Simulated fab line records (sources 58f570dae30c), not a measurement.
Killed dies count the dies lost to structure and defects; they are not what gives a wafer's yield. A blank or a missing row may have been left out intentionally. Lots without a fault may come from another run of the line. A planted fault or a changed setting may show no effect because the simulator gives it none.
Which tool did it?	flow berkeley cmos170	14 lots with 42 wafers sampled at 6 steps, on a route of 331 steps

## WHAT THE GAUGES READ, wafer by wafer
UCB170_GATE_THK_MEAS_02. Usual: GATE_OXIDE_THK typically reads 6.58 nm, with standard deviation 0.12.
lot	measured	on	GATE_OXIDE_THK (nm)	flag
L456	day 5 13:02	film metro-01	6.57 6.69 6.54	
L457	day 5 20:43	film metro-02	6.78 6.60 6.59	
L459	day 6 14:07	film metro-03	6.54 6.48 6.47	
L465	day 7 14:27	film metro-02	6.70 6.79 6.81	
L467	day 7 21:21	film metro-02	6.66 6.59 6.65	
L470	day 8 18:53	film metro-03	6.48 6.51 6.34	
L471	day 9 00:25	film metro-02	6.59 6.44 6.51	
L474	day 9 05:53	film metro-01	6.67 6.61 6.59	
L472	day 9 05:56	film metro-03	6.60 6.72 6.60	
L473	day 9 05:54	film metro-03	6.47 6.55 6.61	
L475	day 9 05:53	film metro-02	6.48 6.57 6.57	
L476	day 10 03:23	film metro-01	6.35 6.38 6.29	
L477	day 10 03:23	film metro-02	6.61 6.62 6.58	
L478	day 10 03:23	film metro-03	6.66 6.71 6.65	

UCB170_V1_THK_MEAS_01. Usual: V1_TEOS_THK typically reads 1992 nm, with standard deviation 29.
lot	measured	on	V1_TEOS_THK (nm)	flag
L456	day 7 03:35	film metro-01	1997 2025 2003	
L457	day 7 14:38	film metro-01	2001 2029 2012	
L459	day 7 20:00	film metro-04	2002 2025 1998	
L465	day 9 00:15	film metro-03	1961 1994 1955	
L467	day 9 11:44	film metro-04	1964 2005 2038	
L470	day 10 06:07	film metro-03	1968 2012 1997	
L471	day 10 06:08	film metro-04	2001 2052 1996	
L474	day 10 16:29	film metro-04	1998 1989 2013	
L472	day 10 16:29	film metro-01	1926 2000 1970	
L473	day 10 16:40	film metro-01	1980 2002 2002	
L475	day 10 16:29	film metro-03	1974 1992 1957	
L476	day 11 16:47	film metro-03	1962 1983 1983	
L477	day 11 16:45	film metro-04	1999 2025 2002	
L478	day 11 16:44	film metro-03	1961 2000 2021	

UCB170_M2_CD_MEAS_90: the cd target is 700 nm. Usual: 701 nm for cd nm, sd 3.6.
lot	measured	on	cd nm (nm)	flag
L456	day 7 08:55	cd sem-01	701 705 706	
L457	day 7 21:29	cd sem-02	707 706 700	
L459	day 8 01:32	cd sem-01	698 705 701	
L465	day 9 05:47	cd sem-02	- - -	OFF
L467	day 9 17:09	cd sem-01	- - -	OFF
L470	day 10 12:08	cd sem-01	707 704 704	
L471	day 10 12:05	cd sem-02	695 697 703	
L474	day 10 22:48	cd sem-01	706 700 697	
L472	day 10 21:58	cd sem-01	701 702 702	
L473	day 10 23:24	cd sem-01	698 700 701	
L475	day 10 22:14	cd sem-01	703 699 701	
L476	day 11 22:18	cd sem-01	706 702 705	
L477	day 11 21:52	cd sem-02	698 707 706	
L478	day 11 21:39	cd sem-01	699 704 704	

## TOOL THAT RAN EACH LOT (tool first, then ch and the chambers of the sampled wafers, then the start)
lot	UCB170_PFIELD_STRIP_08	UCB170_M2_METAL_ETCH_18	UCB170_M2_STRIP_19
L456	plasma asher-04 ch 0,1, day 4 02:12	rie metal-01 ch 0,1, day 7 08:37	plasma asher-04 ch 0,1, day 7 08:46
L457	plasma asher-04 ch 0,1, day 4 08:59	rie metal-01 ch 0,1, day 7 21:11	plasma asher-03 ch 0,1, day 7 21:23
L459	plasma asher-03 ch 0,1, day 5 06:23	rie metal-01 ch 0,1, day 8 01:14	plasma asher-03 ch 0,1, day 8 01:25
L465	plasma asher-01 ch 0,1, day 6 03:01	rie metal-04 ch 0,1, day 9 05:30	plasma asher-01 ch 0,1, day 9 05:41
L467	plasma asher-03 ch 0,1, day 6 14:19	rie metal-04 ch 0,1, day 9 16:50	plasma asher-04 ch 0, day 9 17:02
L470	plasma asher-04 ch 0,1, day 7 06:37	rie metal-04 ch 0,1, day 10 11:49	plasma asher-04 ch 0,1, day 10 12:01
L471	plasma asher-04 ch 0,1, day 7 17:22	rie metal-03 ch 0,1, day 10 11:48	plasma asher-03 ch 0,1, day 10 11:58
L474	plasma asher-03 ch 1, day 7 22:08	rie metal-03 ch 0,1, day 10 22:31	plasma asher-01 ch 0,1, day 10 22:42
L472	plasma asher-03 ch 0,1, day 7 22:21	rie metal-04 ch 0, day 10 21:41	plasma asher-04 ch 0,1, day 10 21:52
L473	plasma asher-04 ch 0,1, day 7 22:26	rie metal-04 ch 0,1, day 10 23:08	plasma asher-03 ch 0,1, day 10 23:18
L475	plasma asher-04 ch 0,1, day 8 01:52	rie metal-01 ch 0,1, day 10 21:57	plasma asher-03 ch 0,1, day 10 22:08
L476	plasma asher-03 ch 0,1, day 8 14:58	rie metal-04 ch 0,1, day 11 21:59	plasma asher-03 ch 0,1, day 11 22:11
L477	plasma asher-04 ch 0,1, day 8 15:08	rie metal-03 ch 0,1, day 11 21:36	plasma asher-01 ch 0,1, day 11 21:45
L478	plasma asher-01 ch 0,1, day 8 20:21	rie metal-04 ch 0,1, day 11 21:23	plasma asher-04 ch 0,1, day 11 21:32
- UCB170_PFIELD_STRIP_08: strips in O2.
- UCB170_M2_METAL_ETCH_18: etches Al in Cl2/BCl3, stops on SiO2, target depth 1170 nm, time 195 s.
- UCB170_M2_STRIP_19: strips in O2.

## AS READ BY THE TOOLS THEMSELVES (means over the sampled wafers that have a number; for cases with no such wafer, the mark the record gives instead)
UCB170_PFIELD_STRIP_08. Usual: drypump motor current A 5.9 A, standard deviation 0.51; oes product au 0.734 a.u., standard deviation 0.0049; strip time to endpoint s 21.86 s, standard deviation 0.055.
lot	tool	drypump motor current A (A)	oes product au (a.u.)	strip time to endpoint s (s)	flag
L456	plasma asher-04	6.1	0.735	21.90	
L457	plasma asher-04	6.1	0.736	21.88	
L459	plasma asher-03	5.4	0.734	21.83	
L465	plasma asher-01	5.7	0.735	21.84	
L467	plasma asher-03	5.5	0.737	21.79	
L470	plasma asher-04	6.1	0.740	21.91	
L471	plasma asher-04	6.1	0.736	21.80	
L474	plasma asher-03	5.5	0.727	21.85	
L472	plasma asher-03	5.5	0.731	21.82	
L473	plasma asher-04	6.1	0.742	21.85	
L475	plasma asher-04	6.1	0.737	21.87	
L476	plasma asher-03	5.5	0.736	21.85	
L477	plasma asher-04	6.4	0.735	21.97	
L478	plasma asher-01	5.7	0.735	21.81	

UCB170_M2_METAL_ETCH_18. Usual: bcl3 flow sccm 45.03 sccm, standard deviation 0.14; bias w 120.1 W, standard deviation 0.37; drypump motor current A 5.5 A, standard deviation 0.67; oes product au 0.858 a.u., standard deviation 0.013; throttle valve pct 24.66 %, standard deviation 0.13.
lot	tool	bcl3 flow sccm (sccm)	bias w (W)	drypump motor current A (A)	oes product au (a.u.)	throttle valve pct (%)	flag
L456	rie metal-01	45.01	119.8	5.3	0.858	24.54	
L457	rie metal-01	44.94	119.7	5.3	0.851	24.54	
L459	rie metal-01	45.08	120.0	5.1	0.858	24.50	
L465	rie metal-04	-	-	-	-	-	OFF
L467	rie metal-04	-	-	-	-	-	OFF
L470	rie metal-04	45.04	120.0	6.1	0.863	24.77	
L471	rie metal-03	45.05	120.0	5.0	0.869	24.62	
L474	rie metal-03	45.04	120.4	5.0	0.866	24.62	
L472	rie metal-04	45.12	119.7	6.8	0.840	24.83	
L473	rie metal-04	44.95	119.9	6.4	0.850	24.80	
L475	rie metal-01	44.94	119.8	5.1	0.857	24.50	
L476	rie metal-04	44.98	119.7	6.4	0.863	24.79	
L477	rie metal-03	45.11	120.3	5.2	0.852	24.68	
L478	rie metal-04	45.14	119.5	6.4	0.852	24.80	

UCB170_M2_STRIP_19. Usual: drypump motor current A 5.9 A, standard deviation 0.52; oes product au 0.544 a.u., standard deviation 0.023.
lot	tool	drypump motor current A (A)	oes product au (a.u.)	flag
L456	plasma asher-04	6.4	0.555	
L457	plasma asher-03	5.5	0.544	
L459	plasma asher-03	5.5	0.548	
L465	plasma asher-01	6.1	0.722	OFF
L467	plasma asher-04	6.6	0.727	OFF
L470	plasma asher-04	6.4	0.545	
L471	plasma asher-03	5.5	0.536	
L474	plasma asher-01	6.1	0.529	
L472	plasma asher-04	6.4	0.517	
L473	plasma asher-03	5.5	0.538	
L475	plasma asher-03	5.5	0.541	
L476	plasma asher-03	5.4	0.528	
L477	plasma asher-01	6.1	0.548	
L478	plasma asher-04	6.4	0.533	

## THE ANSWER, worked out from the rows above alone
Rule: lot off if the mean of its wafers having a number is beyond 3 standard deviations from the usual mean. Also off: a lot with no number at a reading for which 4 or more lots have one. The other lots that the step has rows for count as sound. Order of review: gauges by route order, followed by the tools' own readings, for which a lot's mean as printed above is used. The first step at which some lot is off is used, and at that step the reading that is off furthest; a lot without a number counts as furthest.
Off, at UCB170_M2_CD_MEAS_90 on cd nm: L465, L467. Without a number there: L465, L467.
If a tool, at a process step before that reading, ran all the lots that are off and no sound lot after the first of them, it fits. Not tried: the gauges at UCB170_M2_CD_MEAS_90; whatever is off there is also off at UCB170_M2_METAL_ETCH_18, on other tools, and gauge error can't account for it. Not one of the candidates tried fits.

## WHAT THE SIMULATOR PUT IN
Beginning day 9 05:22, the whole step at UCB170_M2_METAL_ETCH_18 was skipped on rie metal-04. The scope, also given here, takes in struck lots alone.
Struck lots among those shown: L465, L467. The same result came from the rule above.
